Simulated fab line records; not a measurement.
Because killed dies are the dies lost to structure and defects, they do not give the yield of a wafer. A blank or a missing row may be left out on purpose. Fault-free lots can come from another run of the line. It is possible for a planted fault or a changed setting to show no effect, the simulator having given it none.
Which tool did it?	flow rit-cmos	45 wafers from 15 lots sampled at 2 of the route's 202 steps

## WHAT THE GAUGES READ, wafer by wafer
RIT_PRETRO_TW_MEAS_10.
lot	measured	on	PRETRO_TW
L224	day 2 19:16	film-metro-01	473 470 473
L225	day 2 22:40	film-metro-02	480 480 481
L226	day 3 04:01	film-metro-01	477 475 479
L227	day 3 08:43	film-metro-01	474 473 475
L228	day 3 15:25	film-metro-04	30 30 30
L229	day 3 20:30	film-metro-02	30 30 30
L230	day 4 00:56	film-metro-02	30 30 30
L238	day 5 22:06	film-metro-04	481 479 478
L239	day 5 22:39	film-metro-02	480 482 480
L240	day 6 07:17	film-metro-02	482 481 482
L241	day 6 12:56	film-metro-01	471 470 474
L242	day 6 16:02	film-metro-01	473 471 471
L243	day 6 20:53	film-metro-04	473 475 475
L244	day 7 01:43	film-metro-04	477 477 477
L245	day 7 04:03	film-metro-04	478 478 476

## TOOL THAT RAN EACH LOT (tool first, then ch and the chambers of the sampled wafers, then the start)
lot	RIT_NRETRO_STRIP_09
L224	plasma-asher-03 ch 0, day 2 17:25
L225	plasma-asher-03 ch 0,1, day 2 20:49
L226	plasma-asher-02 ch 0,1, day 3 02:17
L227	plasma-asher-02 ch 0,1, day 3 06:52
L228	plasma-asher-02 ch 0,1, day 3 13:38
L229	plasma-asher-02 ch 0,1, day 3 18:46
L230	plasma-asher-01 ch 0,1, day 3 23:15
L238	plasma-asher-01 ch 0,1, day 5 20:22
L239	plasma-asher-03 ch 0,1, day 5 20:47
L240	plasma-asher-01 ch 0,1, day 6 05:17
L241	plasma-asher-01 ch 0,1, day 6 11:07
L242	plasma-asher-03 ch 0,1, day 6 14:19
L243	plasma-asher-02 ch 0,1, day 6 18:56
L244	plasma-asher-02 ch 0,1, day 6 23:55
L245	plasma-asher-02 ch 0,1, day 7 02:14
- RIT_NRETRO_STRIP_09: strips in O2, time 180 s.

## WHAT THE TOOLS THEMSELVES READ (means of the sampled wafers that have a number; where no wafer has one, the mark that the record gives instead)
RIT_NRETRO_STRIP_09.
lot	tool	chamber-pressure-mTorr (mTorr)	drypump-motor-current-A (A)
L224	plasma-asher-03	3998	6.3
L225	plasma-asher-03	4001	5.9
L226	plasma-asher-02	4002	5.9
L227	plasma-asher-02	4002	5.9
L228	plasma-asher-02	-	-
L229	plasma-asher-02	-	-
L230	plasma-asher-01	-	-
L238	plasma-asher-01	4001	4.9
L239	plasma-asher-03	3997	5.8
L240	plasma-asher-01	4000	5.1
L241	plasma-asher-01	3998	5.1
L242	plasma-asher-03	4002	5.9
L243	plasma-asher-02	4001	5.6
L244	plasma-asher-02	4001	5.6
L245	plasma-asher-02	4003	5.6

## THE ANSWER, worked out from the rows above alone
Rule: usual is defined by the lots themselves. The widest of any qualifying gaps counts: lots, ordered by their means at a reading, are off when they make up no more than a third of the lots, leave a main group of 4 or more, and stand apart from it by 3 or more times the standard deviation of that group's means. A main group whose means are all the same, to the digits that the tables above print for the reading, isn't used. A lot without any number at a reading at which 4 lots or more have one is off too. Where the step has rows for the other lots, those lots are counted as sound. First the gauges in route order, then the tools' own readings, where a lot's mean is used as printed above. The first step at which some lot is off is used, and at that step the reading that is off furthest; a lot without a number counts as furthest.
Off: L228, L229, L230, at RIT_PRETRO_TW_MEAS_10 (PRETRO_TW). The main group: mean 476, standard deviation 3.5.
A tool fits if, at a process step before that reading, it ran every lot that is off, and no sound lot after the first of them. The gauges at RIT_PRETRO_TW_MEAS_10 aren't tried: what is off there is off at RIT_NRETRO_STRIP_09 too, on other tools, and a gauge's error can't cause that. No candidate that was tried fits.

## WHAT WAS PUT IN BY THE SIMULATOR
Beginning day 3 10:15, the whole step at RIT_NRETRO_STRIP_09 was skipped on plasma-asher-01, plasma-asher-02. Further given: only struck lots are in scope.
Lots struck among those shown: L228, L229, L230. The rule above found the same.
